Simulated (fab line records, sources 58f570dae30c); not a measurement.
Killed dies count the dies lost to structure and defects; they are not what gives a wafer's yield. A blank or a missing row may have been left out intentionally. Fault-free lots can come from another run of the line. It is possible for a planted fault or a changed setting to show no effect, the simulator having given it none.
One fault seen from 2 desks | flow berkeley_cmos170 | every desk sees just its own numbers, and what lay behind them comes last

== TOOL OWNER'S DESK, plasma_asher-03 ==
The tool's own readings at UCB170_NVT_STRIP_08 (strips in O2): means of the sampled wafers that have a number, for each lot that ran on this tool. A lot is out of limits, marked OUT, if its mean lies more than 4 standard deviations from the usual mean; the brackets give that distance.
Columns: A = drypump_motor_current_A at UCB170_NVT_STRIP_08, usual 5.5 A; B = oes_product_au at UCB170_NVT_STRIP_08, usual 0.735 a.u.; C = strip_time_to_endpoint_s at UCB170_NVT_STRIP_08, usual 21.64 s
lot  | first seen here | A   | B               | C
L812 | day 7 03:13     | 5.3 | 0.739           | 21.61
L817 | day 7 21:49     | 5.3 | 0.733           | 21.69
L821 | day 8 23:13     | 5.3 | 0.736           | 21.65
L824 | day 9 09:57     | 5.1 | 0.733           | 21.65
L829 | day 10 13:25    | 5.3 | 0.859 (+28) OUT | 21.57
L832 | day 10 23:31    | 5.3 | 0.861 (+29) OUT | 21.70
Finding of this desk: L829, L832 out of limits; the first was L829 at day 10 13:25, on oes_product_au at UCB170_NVT_STRIP_08. Within limits: L812, L817, L821, L824.

== AT THE METROLOGY DESK ==
Lot by lot, what the gauges showed, no matter which tool ran the lot: averages of those sampled wafers that carry a number. A lot is out of limits, marked OUT, if its mean lies more than 4 standard deviations from the usual mean; the brackets give that distance.
Columns: A = cd_nm at UCB170_ACTIVE_CD_MEAS_90, usual 1199.8 nm; B = M1_AL_RS at UCB170_M1_RS_MEAS_01, usual 0.0484 ohm/sq
lot  | first seen here | A      | B
L812 | day 5 10:43     | 1201.6 | 0.0488
L813 | day 5 10:56     | 1199.8 | 0.0489
L815 | day 5 23:34     | 1200.1 | 0.0481
L818 | day 6 09:54     | 1197.7 | 0.0478
L817 | day 6 10:36     | 1200.4 | 0.0485
L820 | day 6 19:20     | 1198.9 | 0.0482
L821 | day 7 08:16     | 1198.6 | 0.0482
L823 | day 7 09:08     | 1200.7 | 0.0484
L824 | day 7 16:56     | 1198.6 | 0.0488
L825 | day 7 17:10     | 1200.1 | 0.0485
L829 | day 8 23:55     | 1198.4 | 0.0483
L832 | day 9 10:26     | 1200.5 | 0.0485
L833 | day 9 10:43     | 1199.5 | 0.0484
L834 | day 9 17:52     | 1198.0 | 0.0482
Result from this desk: across the 14 lots, nothing is out of limits.

== BROUGHT TOGETHER ==
The tool owner's desk had the chance to raise an alarm at day 10 13:25 on L829, L832.
From the metrology desk's view, nothing was out of limits.
The metrology desk holds a record of L829, L832, inside its limits.
Of the lots named, all ran UCB170_NVT_STRIP_08 on plasma_asher-03.

== WHAT HAD BEEN PUT IN BY THE SIMULATOR ==
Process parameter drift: plasma_asher-03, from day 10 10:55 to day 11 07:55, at UCB170_NVT_STRIP_08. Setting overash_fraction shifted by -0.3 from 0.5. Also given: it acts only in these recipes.
Struck lots among those shown: L829, L832.
Time in hours from fault onset to the first out-of-limits reading at each desk: the tool owner's desk, 2.
